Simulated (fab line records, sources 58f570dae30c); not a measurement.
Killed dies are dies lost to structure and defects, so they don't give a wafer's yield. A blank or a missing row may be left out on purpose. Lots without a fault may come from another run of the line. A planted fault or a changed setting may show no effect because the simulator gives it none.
Which tool did it? | flow berkeley_cmos170 | 15 lots, 45 wafers sampled, at 4 steps of a route of 331

WHAT THE GAUGES READ, wafer by wafer
UCB170_ACTIVE_THK_MEAS_06. Usual: ACTIVE_NITRIDE_THK 220.6 nm, standard deviation 2.
lot  | measured    | on            | ACTIVE_NITRIDE_THK (nm) | flag
L607 | day 4 21:17 | film_metro-04 | 223.5 223.0 220.8       |
L606 | day 4 21:17 | film_metro-01 | 223.8 221.0 222.0       |
L608 | day 5 10:03 | film_metro-02 | 220.2 220.9 220.6       |
L611 | day 5 16:21 | film_metro-04 | 220.2 218.8 218.0       |
L610 | day 5 16:22 | film_metro-02 | 219.2 218.6 220.6       |
L612 | day 6 00:55 | film_metro-02 | 223.2 223.5 222.4       |
L613 | day 6 00:55 | film_metro-04 | 222.6 218.0 221.1       |
L614 | day 6 15:50 | film_metro-01 | 223.4 223.5 223.2       |
L615 | day 7 02:30 | film_metro-04 | 221.0 221.4 221.7       |
L617 | day 7 13:46 | film_metro-01 | 221.7 223.5 223.0       |
L618 | day 7 13:47 | film_metro-04 | 221.3 220.6 221.2       |
L622 | day 8 16:50 | film_metro-01 | 219.9 219.5 219.1       |
L624 | day 9 02:14 | film_metro-04 | 220.0 219.4 219.4       |
L625 | day 9 09:34 | film_metro-04 | 221.9 222.1 223.7       |
L628 | day 9 23:53 | film_metro-02 | 219.7 219.1 221.0       |

UCB170_ACTIVE_CD_MEAS_90: target cd 1200 nm. Usual: cd_nm 1200.2 nm, standard deviation 1.4.
lot  | measured     | on        | cd_nm (nm)           | flag
L607 | day 4 23:18  | cd_sem-01 | 1199.8 1198.8 1199.2 |
L606 | day 4 23:02  | cd_sem-02 | 1201.4 1201.2 1201.7 |
L608 | day 5 11:25  | cd_sem-02 | 1202.0 1202.5 1202.9 |
L611 | day 5 18:10  | cd_sem-02 | 1201.6 1200.3 1201.1 |
L610 | day 5 18:38  | cd_sem-02 | 1198.3 1198.6 1199.4 |
L612 | day 6 03:11  | cd_sem-01 | 1201.9 1200.3 1201.0 |
L613 | day 6 03:02  | cd_sem-02 | 1200.1 1200.5 1201.1 |
L614 | day 6 17:07  | cd_sem-01 | 1198.5 1200.0 1199.4 |
L615 | day 7 04:08  | cd_sem-01 | 1198.8 1197.9 1198.7 |
L617 | day 7 15:23  | cd_sem-02 | 1200.9 1202.4 1201.8 |
L618 | day 7 15:18  | cd_sem-01 | 1199.6 1199.3 1198.1 |
L622 | day 8 18:19  | cd_sem-02 | 1200.0 1200.3 1200.6 |
L624 | day 9 03:51  | cd_sem-01 | 1200.4 1199.5 1200.2 |
L625 | day 9 10:50  | cd_sem-02 | 1200.9 1200.1 1201.5 |
L628 | day 10 01:24 | cd_sem-02 | 1201.6 1201.6 1202.2 |

WHICH TOOL RAN EACH LOT (tool, then ch and the chambers of the sampled wafers, then the start)
lot  | UCB170_PWELL_ETCH_14              | UCB170_ACTIVE_STRIP_16
L607 | rie_diel-02 ch 0,1,3, day 3 14:19 | plasma_asher-02 ch 0,1, day 4 23:12
L606 | rie_diel-03 ch 0,1, day 3 14:36   | plasma_asher-01 ch 0,1, day 4 22:55
L608 | rie_diel-04 ch 0,2,3, day 4 02:38 | plasma_asher-01 ch 0,1, day 5 11:19
L611 | rie_diel-03 ch 1,2,3, day 4 07:38 | plasma_asher-02 ch 0,1, day 5 17:55
L610 | rie_diel-04 ch 1,2,3, day 4 07:44 | plasma_asher-04 ch 0,1, day 5 18:18
L612 | rie_diel-02 ch 1,2, day 4 19:41   | plasma_asher-02 ch 1, day 6 03:04
L613 | rie_diel-03 ch 1,2,3, day 4 19:58 | plasma_asher-04 ch 0,1, day 6 02:56
L614 | rie_diel-02 ch 0,2,3, day 5 06:01 | plasma_asher-02 ch 0,1, day 6 16:59
L615 | rie_diel-02 ch 0,1,3, day 5 14:49 | plasma_asher-04 ch 1, day 7 04:02
L617 | rie_diel-04 ch 0,1, day 5 19:35   | plasma_asher-01 ch 0,1, day 7 15:17
L618 | rie_diel-03 ch 2,3, day 5 19:52   | plasma_asher-02 ch 0,1, day 7 15:11
L622 | rie_diel-03 ch 1,2, day 7 01:11   | plasma_asher-02 ch 0,1, day 8 18:13
L624 | rie_diel-03 ch 1,3, day 7 09:52   | plasma_asher-02 ch 0,1, day 9 03:44
L625 | rie_diel-02 ch 1,2,3, day 7 22:15 | plasma_asher-01 ch 0,1, day 9 10:44
L628 | rie_diel-02 ch 0,1,2, day 8 11:27 | plasma_asher-02 ch 0,1, day 10 01:17
- UCB170_PWELL_ETCH_14: etches Si3N4 in CH3F/Ar/O2, stops on SiO2, target depth 242 nm, time 153.8 s.
- UCB170_ACTIVE_STRIP_16: strips in O2.

WHAT THE TOOLS THEMSELVES READ (means of the sampled wafers that have a number; where no wafer has one, the mark that the record gives instead)
UCB170_PWELL_ETCH_14. Usual: CH3F_flow_sccm 20.00 sccm, standard deviation 0.051; drypump_motor_current_A 6.0 A, standard deviation 0.41; oes_product_au 0.944 a.u., standard deviation 0.011; throttle_valve_pct 8.05 %, standard deviation 0.11.
lot  | tool        | CH3F_flow_sccm (sccm) | drypump_motor_current_A (A) | oes_product_au (a.u.) | throttle_valve_pct (%) | flag
L607 | rie_diel-02 | 19.98                 | 6.0                         | 0.950                 | 8.11                   |
L606 | rie_diel-03 | 20.06                 | 6.1                         | 0.958                 | 8.11                   |
L608 | rie_diel-04 | 19.95                 | 6.1                         | 0.935                 | 8.06                   |
L611 | rie_diel-03 | 19.99                 | 6.2                         | 0.945                 | 8.02                   |
L610 | rie_diel-04 | 20.02                 | 6.0                         | 0.950                 | 8.08                   |
L612 | rie_diel-02 | 20.02                 | 5.6                         | 0.949                 | 8.01                   |
L613 | rie_diel-03 | 19.99                 | 6.1                         | 0.935                 | 8.02                   |
L614 | rie_diel-02 | 20.07                 | 6.1                         | 0.941                 | 8.11                   |
L615 | rie_diel-02 | 19.99                 | 5.9                         | 0.936                 | 8.12                   |
L617 | rie_diel-04 | 19.96                 | 6.0                         | 0.943                 | 7.87                   |
L618 | rie_diel-03 | 19.94                 | 5.9                         | 0.943                 | 8.06                   |
L622 | rie_diel-03 | 20.02                 | 6.4                         | 0.936                 | 7.97                   |
L624 | rie_diel-03 | 20.00                 | 6.1                         | 0.942                 | 8.02                   |
L625 | rie_diel-02 | 20.03                 | 5.7                         | 0.959                 | 8.07                   |
L628 | rie_diel-02 | 20.02                 | 5.9                         | 0.951                 | 8.04                   |

UCB170_ACTIVE_STRIP_16. Usual: chamber_pressure_mTorr 3500 mTorr, standard deviation 3.4; drypump_motor_current_A 5.4 A, standard deviation 0.34; oes_product_au 0.721 a.u., standard deviation 0.0048; strip_time_to_endpoint_s 18.07 s, standard deviation 0.082.
lot  | tool            | chamber_pressure_mTorr (mTorr) | drypump_motor_current_A (A) | oes_product_au (a.u.) | strip_time_to_endpoint_s (s) | flag
L607 | plasma_asher-02 | 3501                           | 5.3                         | 0.718                 | 18.12                        |
L606 | plasma_asher-01 | 3496                           | 5.5                         | 0.721                 | 17.98                        |
L608 | plasma_asher-01 | 3498                           | 5.5                         | 0.718                 | 18.18                        |
L611 | plasma_asher-02 | 3498                           | 5.2                         | 0.721                 | 18.21                        |
L610 | plasma_asher-04 | 3499                           | 6.0                         | 0.718                 | 17.92                        |
L612 | plasma_asher-02 | 3502                           | 5.2                         | 0.725                 | 18.16                        |
L613 | plasma_asher-04 | 3501                           | 6.0                         | 0.715                 | 18.08                        |
L614 | plasma_asher-02 | 3498                           | 5.3                         | 0.717                 | 18.02                        |
L615 | plasma_asher-04 | 3501                           | 6.3                         | 0.721                 | 18.05                        |
L617 | plasma_asher-01 | 3498                           | 5.4                         | 0.721                 | 18.12                        |
L618 | plasma_asher-02 | 3499                           | 5.3                         | 0.717                 | 18.04                        |
L622 | plasma_asher-02 | -                              | -                           | -                     | -                            | OFF
L624 | plasma_asher-02 | -                              | -                           | -                     | -                            | OFF
L625 | plasma_asher-01 | -                              | -                           | -                     | -                            | OFF
L628 | plasma_asher-02 | 3500                           | 5.2                         | 0.722                 | 18.00                        |

THE ANSWER, worked out from the rows above alone
Rule: a lot is off if the mean of its wafers that have a number lies more than 3 standard deviations from the usual mean. A lot without any number at a reading at which 4 lots or more have one is off too. The other lots that the step has rows for count as sound. The gauges are gone through in route order, then the tools' own readings, and for those a lot's mean is taken as printed above. The first step at which some lot is off is used, and at that step the reading that is off furthest; a lot without a number counts as furthest.
Off: L622, L624, L625, at UCB170_ACTIVE_STRIP_16 (chamber_pressure_mTorr). Without a number there: L622, L624, L625.
A tool fits if, at that step or a process step before it, it ran every lot that is off, and no sound lot after the first of them. None of those tried fits.

WHAT THE SIMULATOR HAD PUT IN
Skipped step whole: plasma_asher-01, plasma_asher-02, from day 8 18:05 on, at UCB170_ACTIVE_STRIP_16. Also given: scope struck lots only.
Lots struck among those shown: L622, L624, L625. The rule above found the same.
